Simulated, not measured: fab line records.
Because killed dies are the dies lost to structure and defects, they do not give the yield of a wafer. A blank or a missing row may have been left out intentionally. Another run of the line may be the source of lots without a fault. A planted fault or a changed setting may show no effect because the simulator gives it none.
fab line records | flow rit_cmos
record: lots: 14 | wafers: 42 | last_day: 7
route steps=202 shown M1@196
lots untouched by any fault: they come from a run of this same line in which no faults occurred
start_h: the number of hours between the record's first day and the start of the first shown wafer of the lot | wait_h: how many hours have passed since the lot's step before this one | " identical to the entry in the row above | L1.1+2: one row covering several wafers at once | - value missing, or start not given | * or withheld: withheld | < > ~ a bound
route shown NAME@n: NAME is a module with steps in the file, n the number in the route of the first one | usual: average and standard deviation across the fault-free wafers | same: alike in all rows | chamber/n: place in a boat | sites: readings site by site | _std_site: standard deviation of those values | _edge_site: inner sites' mean taken away from outer sites' mean | radius_mm: how far each site lies from the wafer's centre | mask NAME#n: copy n | behind: the last tool/chamber to shape the wafer | hold: the reason the lot was held/the length of the hold in hours/how it ended | device: names the non-switching transistor (n, p or np) | end of line: the same wafers' tests at the end of the route | a step without rows: its recipe alone | killed: the dies lost at the first sort to structure and to defects; this is not the yield of the wafer | map: the dies of a wafer, with x for killed, . for not killed, _ for no die there
set.NAME: the setting as run; set.NAME@STEP: as run at that earlier step | model.NAME: the simulator's own value behind a step, which no gauge read
route steps across a sampled set of lots; one table per step, one row per wafer
services: the hour from which a tool's chamber was out of use, counted from the record's first day as start_h (under 0 if before that day), plus the number of hours and why
== steps ==
step: RIT_M1_METAL_ETCH_12
recipe: stop_on: SiO2 | chemistry: Cl2/BCl3 | target: Al | time_s: 165 | over_etch_frac: 0.5 | pressure_mtorr: 103.9 | target_depth_a: 6000 | rf_w: 250 | Cl2_flow_sccm: 60 | bcl3_flow_sccm: 50
usual: drypump_motor_current_A: 5.6/0.56 | oes_product_au: 0.764/0.0084 | throttle_valve_pct: 8.05/0.052
lot.wafer | tool         | chamber | start_h | wait_h | drypump_motor_current_A | oes_product_au | rf_hours_counter_h | throttle_valve_pct
L422.1    | rie_metal-04 | 1       | 60.02   | 0.2    | 5.5                     | 0.752          | 4                  | 8.06
L422.2    | "            | 0       | "       | "      | 5.3                     | 0.747          | 4                  | 8.07
L422.5    | "            | 0       | "       | "      | 5.4                     | 0.747          | -                  | 8.07
L425.3    | rie_metal-04 | 0       | 70.16   | 0.2    | 5.3                     | 0.759          | -                  | 8.06
L425.5    | "            | 1       | "       | "      | 5.5                     | 0.752          | -                  | 8.06
L425.6    | "            | 0       | "       | "      | 5.3                     | 0.758          | -                  | 8.06
L426.1    | rie_metal-01 | 1       | 76.63   | 0.2    | 6.4                     | 0.784          | 33                 | 7.93
L426.4    | "            | 0       | "       | "      | 6.4                     | 0.773          | -                  | 8.10
L426.5    | "            | 1       | "       | "      | 6.4                     | 0.767          | -                  | 7.92
L428.2    | rie_metal-04 | 0       | 92.28   | 0.2    | 5.3                     | 0.758          | 4                  | 8.06
L428.3    | "            | 0       | "       | "      | 5.4                     | 0.762          | -                  | 8.07
L428.6    | "            | 0       | "       | "      | 5.3                     | 0.761          | -                  | 8.06
L430.2    | rie_metal-02 | 0       | 96.45   | 0.2    | 4.9                     | 0.772          | 3                  | 8.07
L430.3    | "            | 0       | "       | "      | 4.9                     | 0.770          | -                  | 8.08
L430.5    | "            | 1       | "       | "      | 5.3                     | 0.761          | -                  | 8.04
L431.1    | rie_metal-04 | 1       | 104.60  | 0.2    | 5.4                     | 0.750          | 5                  | 8.06
L431.3    | "            | 0       | "       | "      | 5.3                     | 0.760          | -                  | 8.06
L431.5    | "            | 0       | "       | "      | 5.3                     | 0.760          | -                  | 8.07
L433.2    | rie_metal-02 | 0       | 116.24  | 0.2    | 4.9                     | 0.766          | 3                  | 8.06
L433.5    | "            | 1       | "       | "      | 5.3                     | 0.757          | -                  | 8.02
L433.6    | "            | 0       | "       | "      | 4.9                     | 0.771          | -                  | 8.07
L438.1    | rie_metal-02 | 0       | 137.18  | 0.2    | 4.9                     | 0.772          | 3                  | 8.08
L438.3    | "            | 0       | "       | "      | 4.9                     | 0.769          | -                  | 8.06
L438.5    | "            | 0       | "       | "      | 4.9                     | 0.772          | -                  | 8.08
L439.2    | rie_metal-04 | 1       | 147.29  | 0.2    | 5.4                     | 0.757          | 5                  | 8.05
L439.3    | "            | 0       | "       | "      | 5.3                     | 0.761          | -                  | 8.07
L439.6    | "            | 0       | "       | "      | 5.3                     | 0.752          | -                  | 8.04
L441.2    | rie_metal-02 | 0       | 152.03  | 0.2    | 4.9                     | 0.760          | 3                  | 8.08
L441.3    | "            | 0       | "       | "      | 4.9                     | 0.764          | -                  | 8.08
L441.4    | "            | 1       | "       | "      | 5.3                     | 0.765          | -                  | 8.04
L440.3    | rie_metal-04 | 0       | 152.93  | 0.2    | 5.3                     | 0.752          | -                  | 8.07
L440.4    | "            | 1       | "       | "      | 5.5                     | 0.754          | -                  | 8.04
L440.5    | "            | 0       | "       | "      | 5.3                     | 0.746          | -                  | 8.06
L442.2    | rie_metal-01 | 0       | 159.91  | 0.2    | 6.4                     | 0.778          | 0                  | 8.10
L442.4    | "            | 1       | "       | "      | 6.5                     | 0.769          | -                  | 7.93
L442.5    | "            | 0       | "       | "      | 6.4                     | 0.771          | -                  | 8.10
L443.1    | rie_metal-02 | 0       | 172.31  | 0.2    | 4.9                     | 0.761          | 4                  | 8.07
L443.4    | "            | 1       | "       | "      | 5.3                     | 0.756          | -                  | 8.02
L443.5    | "            | 0       | "       | "      | 4.9                     | 0.765          | -                  | 8.07
L444.2    | rie_metal-01 | 0       | 174.78  | 0.2    | 6.4                     | 0.777          | -                  | 8.12
L444.3    | "            | 0       | "       | "      | 6.4                     | 0.777          | -                  | 8.11
L444.5    | "            | 0       | "       | "      | 6.4                     | 0.783          | -                  | 8.11
step: RIT_M1_PROBE_99
usual: defect_limited_yield: 97.3/1.1 | killed_at_M0_to_M3: 0/0 | killed_at_contacts: 0.1/0.28 | killed_at_front_end: 7.0/2.9 | killed_dies: 7.0/2.9 | killed_open: 3.4/2.1 | killed_short: 3.6/1.7
same: gross_dies: 264 | killed_at_M4_up: 0 | killed_at_back_side: 0 | killed_at_other: 0
lot.wafer | tool      | chamber | start_h | wait_h | defect_limited_yield[%] | killed_at_M0_to_M3 | killed_at_contacts | killed_at_front_end | killed_dies | killed_open | killed_short
L422.1    | prober-02 | -       | 62.27   | 0.1    | 98.5                    | 0                  | 0                  | 4                   | 4           | 1           | 3
L422.2    | prober-02 | -       | 62.32   | 0.1    | 97.0                    | 0                  | 0                  | 8                   | 8           | 3           | 5
L422.5    | prober-02 | -       | 62.47   | 0.2    | 97.3                    | 0                  | 0                  | 7                   | 7           | 3           | 4
L425.3    | prober-01 | -       | 72.46   | 0.2    | 95.5                    | 0                  | 0                  | 12                  | 12          | 8           | 4
L425.5    | prober-01 | -       | 72.56   | 0.2    | 98.1                    | 0                  | 0                  | 5                   | 5           | 2           | 3
L425.6    | prober-01 | -       | 72.61   | 0.2    | 97.7                    | 0                  | 0                  | 6                   | 6           | 3           | 3
L426.1    | prober-02 | -       | 78.88   | 0.1    | 97.0                    | 0                  | 0                  | 8                   | 8           | 4           | 4
L426.4    | prober-02 | -       | 79.03   | 0.2    | 97.0                    | 0                  | 0                  | 8                   | 8           | 4           | 4
L426.5    | prober-02 | -       | 79.08   | 0.2    | 97.0                    | 0                  | 0                  | 8                   | 8           | 4           | 4
L428.2    | prober-01 | -       | 94.59   | 0.1    | 95.8                    | 0                  | 0                  | 11                  | 11          | 6           | 5
L428.3    | prober-01 | -       | 94.64   | 0.2    | 96.2                    | 0                  | 0                  | 10                  | 10          | 5           | 5
L428.6    | prober-01 | -       | 94.79   | 0.2    | 97.0                    | 0                  | 0                  | 8                   | 8           | 3           | 5
L430.2    | prober-01 | -       | 99.97   | 0.1    | 98.1                    | 0                  | 1                  | 4                   | 5           | 2           | 3
L430.3    | prober-01 | -       | 100.02  | 0.2    | 97.3                    | 0                  | 0                  | 7                   | 7           | 1           | 6
L430.5    | prober-01 | -       | 100.12  | 0.2    | 97.7                    | 0                  | 0                  | 6                   | 6           | 4           | 2
L431.1    | prober-02 | -       | 106.85  | 0.1    | 98.5                    | 0                  | 0                  | 4                   | 4           | 2           | 2
L431.3    | prober-02 | -       | 106.95  | 0.2    | 98.5                    | 0                  | 0                  | 4                   | 4           | 1           | 3
L431.5    | prober-02 | -       | 107.05  | 0.2    | 98.1                    | 0                  | 0                  | 5                   | 5           | 1           | 4
L433.2    | prober-02 | -       | 118.56  | 0.1    | 97.3                    | 0                  | 0                  | 7                   | 7           | 0           | 7
L433.5    | prober-02 | -       | 118.71  | 0.2    | 97.7                    | 0                  | 0                  | 6                   | 6           | 3           | 3
L433.6    | prober-02 | -       | 118.76  | 0.2    | 96.2                    | 0                  | 0                  | 10                  | 10          | 5           | 5
L438.1    | prober-01 | -       | 139.45  | 0.1    | 97.3                    | 0                  | 0                  | 7                   | 7           | 5           | 2
L438.3    | prober-01 | -       | 139.55  | 0.2    | 98.1                    | 0                  | 0                  | 5                   | 5           | 1           | 4
L438.5    | prober-01 | -       | 139.65  | 0.2    | 96.6                    | 0                  | 0                  | 9                   | 9           | 7           | 2
L439.2    | prober-02 | -       | 149.59  | 0.1    | 97.3                    | 0                  | 0                  | 7                   | 7           | 5           | 2
L439.3    | prober-02 | -       | 149.64  | 0.2    | 96.2                    | 4                  | 0                  | 6                   | 10          | 3           | 3
L439.6    | prober-02 | -       | 149.79  | 0.2    | 94.7                    | 2                  | 0                  | 12                  | 14          | 4           | 8
L441.2    | prober-01 | -       | 155.59  | 0.1    | 97.0                    | 0                  | 0                  | 8                   | 8           | 5           | 3
L441.3    | prober-01 | -       | 155.64  | 0.2    | 97.3                    | 0                  | 0                  | 7                   | 7           | 3           | 4
L441.4    | prober-01 | -       | 155.69  | 0.2    | 98.1                    | 0                  | 0                  | 5                   | 5           | 4           | 1
L440.3    | prober-02 | -       | 155.64  | 0.2    | 97.7                    | 2                  | 0                  | 4                   | 6           | 1           | 3
L440.4    | prober-02 | -       | 155.69  | 0.2    | 98.5                    | 0                  | 0                  | 4                   | 4           | 1           | 3
L440.5    | prober-02 | -       | 155.74  | 0.2    | 95.5                    | 3                  | 0                  | 9                   | 12          | 4           | 5
L442.2    | prober-01 | -       | 162.21  | 0.1    | 93.9                    | 0                  | 0                  | 16                  | 16          | 8           | 8
L442.4    | prober-01 | -       | 162.31  | 0.2    | 97.7                    | 0                  | 0                  | 6                   | 6           | 3           | 3
L442.5    | prober-01 | -       | 162.36  | 0.2    | 95.8                    | 0                  | 0                  | 11                  | 11          | 10          | 1
L443.1    | prober-02 | -       | 174.74  | 0.1    | 98.5                    | 0                  | 0                  | 4                   | 4           | 3           | 1
L443.4    | prober-02 | -       | 174.89  | 0.2    | 97.3                    | 0                  | 0                  | 7                   | 7           | 6           | 1
L443.5    | prober-02 | -       | 174.94  | 0.2    | 98.1                    | 0                  | 0                  | 5                   | 5           | 2           | 3
L444.2    | prober-02 | -       | 178.28  | 0.1    | 96.6                    | 0                  | 0                  | 9                   | 9           | 5           | 4
L444.3    | prober-02 | -       | 178.33  | 0.2    | 97.7                    | 0                  | 0                  | 6                   | 6           | 3           | 3
L444.5    | prober-02 | -       | 178.43  | 0.2    | 98.9                    | 0                  | 0                  | 3                   | 3           | 0           | 3
killed by level:class
L422.1 GATE:geometric_particle:short=3 SPACER:geometric_particle:open=1
L422.2 SPACER:geometric_particle:short=2 GATE:geometric_particle:short=2 GATE:geometric_particle:open=2 FOX1:geometric_particle:short=1 REOX:geometric_particle:open=1
L422.5 GATE:geometric_particle:open=3 SILICIDE:geometric_particle:short=2 FOX1:geometric_particle:short=1 GATE:geometric_particle:short=1
L425.3 GATE:geometric_particle:open=4 GATE:geometric_particle:short=3 FOX1:geometric_particle:open=1 REOX:geometric_particle:open=1 SPACER:geometric_particle:open=1 SILICIDE:geometric_particle:open=1 SILICIDE:geometric_particle:short=1
L425.5 SILICIDE:geometric_particle:short=3 GATE:geometric_particle:open=2
L425.6 FOX1:geometric_particle:short=2 GATE:geometric_particle:open=1 REOX:geometric_particle:open=1 REOX:geometric_particle:short=1 SILICIDE:geometric_particle:open=1
L426.1 GATE:geometric_particle:short=3 FOX1:geometric_particle:open=1 FOX2:geometric_particle:open=1 GATE:geometric_particle:open=1 REOX:geometric_particle:open=1 SPACER:geometric_particle:short=1
L426.4 FOX2:geometric_particle:open=2 FOX1:geometric_particle:short=1 GATE:geometric_particle:open=1 GATE:geometric_particle:short=1 SPACER:geometric_particle:short=1 SILICIDE:geometric_particle:open=1 SILICIDE:geometric_particle:short=1
L426.5 REOX:geometric_particle:short=2 FOX1:geometric_particle:open=1 GATE:geometric_particle:short=1 GATE:geometric_particle:open=1 REOX:geometric_particle:open=1 SILICIDE:geometric_particle:short=1 SILICIDE:geometric_particle:open=1
L428.2 GATE:geometric_particle:open=4 GATE:geometric_particle:short=4 FOX1:geometric_particle:short=1 SPACER:geometric_particle:open=1 SILICIDE:geometric_particle:open=1
L428.3 GATE:geometric_particle:open=5 GATE:geometric_particle:short=3 REOX:geometric_particle:short=1 SPACER:geometric_particle:short=1
L428.6 FOX1:geometric_particle:open=2 GATE:geometric_particle:short=2 FOX1:geometric_particle:short=1 GATE:geometric_particle:open=1 SPACER:geometric_particle:short=1 SILICIDE:geometric_particle:short=1
L430.2 GATE:geometric_particle:short=2 GATE:geometric_particle:open=1 SPACER:geometric_particle:short=1 CONTACT:geometric_particle:open=1
L430.3 GATE:geometric_particle:short=2 SILICIDE:geometric_particle:short=2 FOX1:geometric_particle:short=1 GATE:geometric_particle:open=1 REOX:geometric_particle:short=1
L430.5 GATE:geometric_particle:open=3 SPACER:geometric_particle:short=2 SPACER:geometric_particle:open=1
L431.1 GATE:geometric_particle:open=2 FOX2:geometric_particle:short=1 SILICIDE:geometric_particle:short=1
L431.3 FOX2:geometric_particle:open=1 FOX2:geometric_particle:short=1 GATE:geometric_particle:short=1 SILICIDE:geometric_particle:short=1
L431.5 SPACER:geometric_particle:short=2 GATE:geometric_particle:short=1 GATE:geometric_particle:open=1 REOX:geometric_particle:short=1
L433.2 GATE:geometric_particle:short=4 SPACER:geometric_particle:short=2 FOX1:geometric_particle:short=1
L433.5 SILICIDE:geometric_particle:short=2 FOX1:geometric_particle:open=1 GATE:geometric_particle:short=1 GATE:geometric_particle:open=1 SILICIDE:geometric_particle:open=1
L433.6 FOX1:geometric_particle:short=3 FOX1:geometric_particle:open=2 FOX2:geometric_particle:short=2 GATE:geometric_particle:open=2 SPACER:geometric_particle:open=1
L438.1 FOX2:geometric_particle:short=2 GATE:geometric_particle:open=2 FOX2:geometric_particle:open=1 SPACER:geometric_particle:open=1 SILICIDE:geometric_particle:open=1
L438.3 FOX1:geometric_particle:short=1 FOX2:geometric_particle:short=1 GATE:geometric_particle:open=1 SPACER:geometric_particle:short=1 SILICIDE:geometric_particle:short=1
L438.5 GATE:geometric_particle:open=3 FOX2:geometric_particle:open=2 FOX1:geometric_particle:open=1 GATE:geometric_particle:short=1 SPACER:geometric_particle:open=1 SILICIDE:geometric_particle:short=1
L439.2 REOX:geometric_particle:open=2 FOX2:geometric_particle:open=1 GATE:geometric_particle:open=1 REOX:geometric_particle:short=1 SPACER:geometric_particle:open=1 SILICIDE:geometric_particle:short=1
L439.3 M1:unspecified=4 GATE:geometric_particle:short=2 REOX:geometric_particle:open=2 GATE:geometric_particle:open=1 REOX:geometric_particle:short=1
L439.6 FOX2:geometric_particle:short=2 GATE:geometric_particle:short=2 SPACER:geometric_particle:short=2 SILICIDE:geometric_particle:open=2 M1:unspecified=2 FOX1:geometric_particle:open=1 GATE:geometric_particle:open=1 REOX:geometric_particle:short=1
L441.2 FOX1:geometric_particle:open=2 FOX2:geometric_particle:open=1 GATE:geometric_particle:short=1 REOX:geometric_particle:short=1 REOX:geometric_particle:open=1 SPACER:geometric_particle:open=1 SILICIDE:geometric_particle:short=1
L440.3 M1:unspecified=2 FOX1:geometric_particle:short=1 FOX2:geometric_particle:short=1 REOX:geometric_particle:open=1 REOX:geometric_particle:short=1
L441.3 FOX1:geometric_particle:open=2 FOX2:geometric_particle:short=1 REOX:geometric_particle:short=1 SPACER:geometric_particle:short=1 SILICIDE:geometric_particle:short=1 SILICIDE:geometric_particle:open=1
L440.4 FOX1:geometric_particle:short=1 FOX2:geometric_particle:short=1 GATE:geometric_particle:short=1 GATE:geometric_particle:open=1
L441.4 SILICIDE:geometric_particle:open=2 FOX1:geometric_particle:short=1 GATE:geometric_particle:open=1 REOX:geometric_particle:open=1
L440.5 M1:unspecified=3 GATE:geometric_particle:open=2 GATE:geometric_particle:short=2 FOX1:geometric_particle:short=1 FOX1:geometric_particle:open=1 FOX2:geometric_particle:open=1 FOX2:geometric_particle:short=1 SPACER:geometric_particle:short=1
L442.2 GATE:geometric_particle:open=3 FOX1:geometric_particle:short=2 FOX1:geometric_particle:open=2 FOX2:geometric_particle:short=2 GATE:geometric_particle:short=2 REOX:geometric_particle:open=2 SPACER:geometric_particle:short=2 SPACER:geometric_particle:open=1
L442.4 GATE:geometric_particle:short=3 FOX1:geometric_particle:open=1 FOX2:geometric_particle:open=1 GATE:geometric_particle:open=1
L442.5 GATE:geometric_particle:open=6 SPACER:geometric_particle:open=3 GATE:geometric_particle:short=1 SILICIDE:geometric_particle:open=1
L443.1 FOX1:geometric_particle:open=1 FOX2:geometric_particle:open=1 GATE:geometric_particle:open=1 GATE:geometric_particle:short=1
L443.4 GATE:geometric_particle:open=2 SILICIDE:geometric_particle:open=2 FOX1:geometric_particle:short=1 FOX1:geometric_particle:open=1 REOX:geometric_particle:open=1
L443.5 GATE:geometric_particle:short=2 FOX2:geometric_particle:open=1 SILICIDE:geometric_particle:open=1 SILICIDE:geometric_particle:short=1
L444.2 FOX2:geometric_particle:open=2 FOX2:geometric_particle:short=2 GATE:geometric_particle:short=1 REOX:geometric_particle:open=1 SPACER:geometric_particle:open=1 SPACER:geometric_particle:short=1 SILICIDE:geometric_particle:open=1
L444.3 FOX2:geometric_particle:open=2 FOX2:geometric_particle:short=1 GATE:geometric_particle:short=1 GATE:geometric_particle:open=1 SILICIDE:geometric_particle:short=1
L444.5 GATE:geometric_particle:short=3
== services ==
tool         | chamber | start_h | hours | kind
rie_metal-01 | 1       | 77.37   | 4.8   | repair
rie_metal-01 | -       | 85.28   | 2.8   | pm
rie_metal-01 | -       | 136.12  | 20.0  | pm
rie_metal-01 | 0       | 136.12  | 20.0  | vent_cycle
rie_metal-01 | 1       | 136.12  | 20.0  | vent_cycle
rie_metal-01 | 0       | 156.12  | -     | clean
rie_metal-01 | 1       | 156.12  | -     | clean
rie_metal-02 | -       | 170.45  | 0.9   | repair
rie_metal-01 | 1       | 173.01  | 4.3   | repair
== key ==
first_sign: step: RIT_M1_PROBE_99 | reading: killed_at_M0_to_M3 | direction: up | sigmas: 2.8 | usual: 0 | struck: 2.8
effect none on later readings
met_at RIT_M1_METAL_ETCH_12
struck_lots L439,L440
struck_wafers L439.3,L439.6,L440.3,L440.5
onset_between 104.60 147.29
fault: kind: chamber_particle_source | tool: rie_metal-04 | chamber: 0 | onset_h: 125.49 | steps: RIT_M1_METAL_ETCH_12 | rate_per_visit_cm2: 0.029093 | end_h: 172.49
